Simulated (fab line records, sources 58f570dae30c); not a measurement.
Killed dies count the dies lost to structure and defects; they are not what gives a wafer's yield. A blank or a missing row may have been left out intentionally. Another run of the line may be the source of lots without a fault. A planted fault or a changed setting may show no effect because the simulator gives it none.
Problem report, 8D (eight disciplines) form, completed by code ; flow berkeley-cmos170 ; the parts of the form that need people (team, actions taken, sign-off) are left out

== 1. THE ISSUE ==
Wafers without a fault read 56.80 W, standard deviation 0.045; heater-power-total-W at UCB170_M3_PEB_13 reads a mean of 57.22 W on 6 wafers belonging to 2 lots. Measured from the usual mean, that is +9.3 standard deviations.
The first sign was on wafer L628.1 at day 11 16:23, on litho-track-02. The record holds 42 wafers of 14 lots with a number at this step. Rule for "out" (also "out of limits"): further than 4 standard deviations from the usual mean. Any other wafer with a number is counted as sound.

== 2. WHAT IT IS; WHAT IT IS NOT ==
question;is;is not
which readings at this step;heater-power-total-W;-
which lots;L628, L631;L615, L616, L617, L619, L621, L622, L623, L624, L626, L633, L634, L635
which wafers of those lots;all that have a number;-
read on which tools;litho-track-02;litho-track-01, litho-track-03
when;from day 11 16:23;"up to then (27 sound wafers); but 9 sound wafers of L633, L634, L635 came after"

== 3. SUSPECTS, AND WHAT RULES EACH OUT ==
Counting: a tool stays on the suspect list if, at a process step up to the reading, it processed all lots that are out and no sound lot following the first of them.
- litho-track-02 at UCB170_M3_PEB_13: kept. It processed each lot that is out, first L628 at day 11 16:23, and no sound lot thereafter; up to then, the last sound lot it processed was L624 at day 10 12:29. Out on those wafers are its own readings of heater-power-total-W.
Remaining after the count: litho-track-02 at UCB170_M3_PEB_13.

== 4. THE CAUSE (what the simulator had put in) ==
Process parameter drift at UCB170_M3_PEB_13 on litho-track-02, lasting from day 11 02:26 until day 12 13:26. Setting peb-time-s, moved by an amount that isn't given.
After counting, this tool was the only one left.

== 5. THE CHAIN OF EFFECTS, in route order ==
Each row: a reading where the mean over the struck wafers with a number is more than 3 standard deviations away from the usual. Only readings whose record carries a usual standard deviation are examined. hours: median over the lots of the time between each lot's start at the first step of this table that gives one and its start at this step. sigmas: the change, counted in usual standard deviations.
hours;step;reading;usual;on struck wafers;change;sigmas
0;UCB170_M3_PEB_13;heater-power-total-W;56.80 W;57.22;+0.42;+9.3
The process steps in it:
- UCB170_M3_PEB_13
Later measuring or inspecting steps at which every struck wafer that the step has a row for has a number for every such reading, and none has moved that far: UCB170_M3_BOW_MEAS_20.

== 6. WHAT WOULD HAVE CAUGHT IT SOONER ==
First out-of-limits reading in this record: day 11 16:23, which is 14 hours after fault onset at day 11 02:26.
